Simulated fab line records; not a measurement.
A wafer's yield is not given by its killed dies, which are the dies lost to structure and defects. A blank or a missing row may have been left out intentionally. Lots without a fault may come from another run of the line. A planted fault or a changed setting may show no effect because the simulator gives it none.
Which of the tools did it? ; flow berkeley cmos170 ; Sampling: 14 lots, 42 wafers, 4 of 331 route steps

WHAT THE GAUGES READ, wafer by wafer
UCB170_PVT_TW_MEAS_09. Usual: for PVT_TW the level is 512 and the standard deviation is 5.7.
lot;measured;on;PVT_TW;flag
L350;day 6 01:53;film metro-03;508 508 509;
L352;day 6 12:01;film metro-02;513 514 512;
L355;day 6 22:28;film metro-04;515 516 516;
L353;day 6 22:45;film metro-04;513 513 515;
L359;day 7 08:28;film metro-04;516 516 511;
L357;day 7 08:03;film metro-02;516 517 520;
L363;day 8 10:28;film metro-02;487 489 487;OFF
L364;day 8 09:56;film metro-02;512 511 511;
L365;day 8 20:46;film metro-03;474 473 475;OFF
L366;day 8 20:30;film metro-02;515 515 512;
L367;day 8 21:00;film metro-04;513 514 516;
L371;day 9 20:37;film metro-03;501 502 502;
L370;day 9 21:13;film metro-02;517 517 518;
L369;day 9 20:58;film metro-03;501 506 503;

UCB170_NLDD_CD_MEAS_06 targets a cd of 1200 nm. Usual: 1199.9 nm for cd nm, sd 1.5.
lot;measured;on;cd nm (nm);flag
L350;day 6 19:02;cd sem-02;1198.3 1198.2 1199.0;
L352;day 7 01:07;cd sem-01;1199.6 1202.0 1200.1;
L355;day 7 13:48;cd sem-02;1201.0 1199.8 1200.8;
L353;day 7 14:19;cd sem-02;1200.1 1200.2 1200.1;
L359;day 7 20:34;cd sem-02;1198.4 1197.6 1199.9;
L357;day 7 20:48;cd sem-01;1200.3 1200.7 1199.9;
L363;day 9 02:40;cd sem-01;1200.2 1198.5 1198.8;
L364;day 9 02:56;cd sem-02;1201.1 1201.9 1200.4;
L365;day 9 11:48;cd sem-02;1202.5 1200.6 1201.5;
L366;day 9 11:02;cd sem-02;1199.0 1200.0 1197.9;
L367;day 9 11:26;cd sem-01;1202.2 1201.5 1199.8;
L371;day 10 15:55;cd sem-01;1200.8 1202.5 1200.8;
L370;day 10 15:47;cd sem-01;1198.7 1199.4 1197.2;
L369;day 10 16:02;cd sem-02;1198.8 1198.9 1199.9;

EACH LOT AND THE TOOL THAT RAN IT (in order: tool; ch and the chambers of the sampled wafers; start)
lot;UCB170_ACTIVE_STRIP_16;UCB170_PVT_IMPLANT_07
L350;plasma asher-01 ch 0,1, day 4 12:17;implanter-03 ch 0, day 6 01:39
L352;plasma asher-01 ch 0,1, day 5 01:16;implanter-04 ch 0, day 6 11:46
L355;plasma asher-03 ch 0,1, day 5 13:38;implanter-01 ch 0, day 6 22:13
L353;plasma asher-04 ch 0,1, day 5 14:27;implanter-03 ch 0, day 6 22:31
L359;plasma asher-03 ch 0,1, day 5 20:59;implanter-04 ch 0, day 7 08:13
L357;plasma asher-04 ch 0,1, day 5 21:19;implanter-03 ch 0, day 7 07:48
L363;plasma asher-01 ch 0,1, day 7 02:42;implanter-03 ch 0, day 8 10:13
L364;plasma asher-01 ch 0,1, day 7 02:58;implanter-01 ch 0, day 8 09:41
L365;plasma asher-04 ch 0,1, day 7 14:16;implanter-03 ch 0, day 8 20:31
L366;plasma asher-01 ch 0,1, day 7 14:20;implanter-01 ch 0, day 8 20:15
L367;plasma asher-03 ch 0, day 7 14:28;implanter-01 ch 0, day 8 20:46
L371;plasma asher-04 ch 0,1, day 8 10:16;implanter-01 ch 0, day 9 20:22
L370;plasma asher-04 ch 0,1, day 8 11:17;implanter-01 ch 0, day 9 21:00
L369;plasma asher-04 ch 0,1, day 8 11:22;implanter-04 ch 0, day 9 20:43
- UCB170_ACTIVE_STRIP_16: strips in O2.
- UCB170_PVT_IMPLANT_07

AS READ BY THE TOOLS THEMSELVES (means over the sampled wafers that have a number; for cases with no such wafer, the mark the record gives instead)
UCB170_ACTIVE_STRIP_16. Usual: drypump motor current A 6.0 A, standard deviation 0.45; oes product au 0.721 a.u., standard deviation 0.0047; strip time to endpoint s 18.10 s, standard deviation 0.076.
lot;tool;drypump motor current A (A);oes product au (a.u.);strip time to endpoint s (s);flag
L350;plasma asher-01;6.1;0.721;18.08;
L352;plasma asher-01;6.0;0.726;18.05;
L355;plasma asher-03;5.3;0.720;18.09;
L353;plasma asher-04;6.4;0.723;18.09;
L359;plasma asher-03;5.3;0.715;18.10;
L357;plasma asher-04;6.4;0.719;18.14;
L363;plasma asher-01;6.1;0.722;18.13;
L364;plasma asher-01;6.1;0.718;18.04;
L365;plasma asher-04;6.4;0.722;18.02;
L366;plasma asher-01;6.0;0.717;18.21;
L367;plasma asher-03;5.1;0.723;17.99;
L371;plasma asher-04;6.4;0.726;18.16;
L370;plasma asher-04;6.2;0.723;17.95;
L369;plasma asher-04;6.4;0.712;18.12;

UCB170_PVT_IMPLANT_07. Usual: 30.001 for beam energy keV, sd 0.0089.
lot;tool;beam energy keV;flag
L350;implanter-03;30.001;
L352;implanter-04;29.999;
L355;implanter-01;30.000;
L353;implanter-03;30.006;
L359;implanter-04;30.002;
L357;implanter-03;30.005;
L363;implanter-03;24.598;OFF
L364;implanter-01;29.995;
L365;implanter-03;24.602;OFF
L366;implanter-01;29.996;
L367;implanter-01;29.982;
L371;implanter-01;30.007;
L370;implanter-01;29.999;
L369;implanter-04;30.002;

THE ANSWER, worked out from the rows above alone
Rule: a lot counts as off when the mean over its wafers that have a number is more than 3 standard deviations away from the usual mean. Also off: a lot with no number at a reading for which 4 or more lots have one. The other lots that the step has rows for count as sound. The gauges are gone through in route order, then the tools' own readings, and for those a lot's mean is taken as printed above. At the first step where some lot is off, the reading lying furthest off is the one used; lots without a number count as furthest.
Off: at UCB170_PVT_TW_MEAS_09 (PVT_TW), L363, L365.
If a tool, at a process step before that reading, ran all the lots that are off and no sound lot after the first of them, it fits. Not tried: the gauges at UCB170_PVT_TW_MEAS_09; whatever is off there is also off at UCB170_PVT_IMPLANT_07, on other tools, and gauge error can't account for it. One fits: UCB170_PVT_IMPLANT_07 on implanter-03. A fault onset in the window from L357 (day 7 07:48, its last sound lot) to L363 (day 8 10:13, its first lot off) fits.
On the lots that are off, the tool's own readings at UCB170_PVT_IMPLANT_07 differ by more than 5 times the standard deviation of the sound lots' means, which bears it out; beam energy keV reads 24.600 there versus 30.000 on the sound lots.

WHAT HAD BEEN PUT IN BY THE SIMULATOR
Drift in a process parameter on implanter-03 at UCB170_PVT_IMPLANT_07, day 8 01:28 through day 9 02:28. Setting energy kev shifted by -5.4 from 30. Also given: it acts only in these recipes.
Shown lots that were struck: L363, L365. The rule given above showed the same thing.
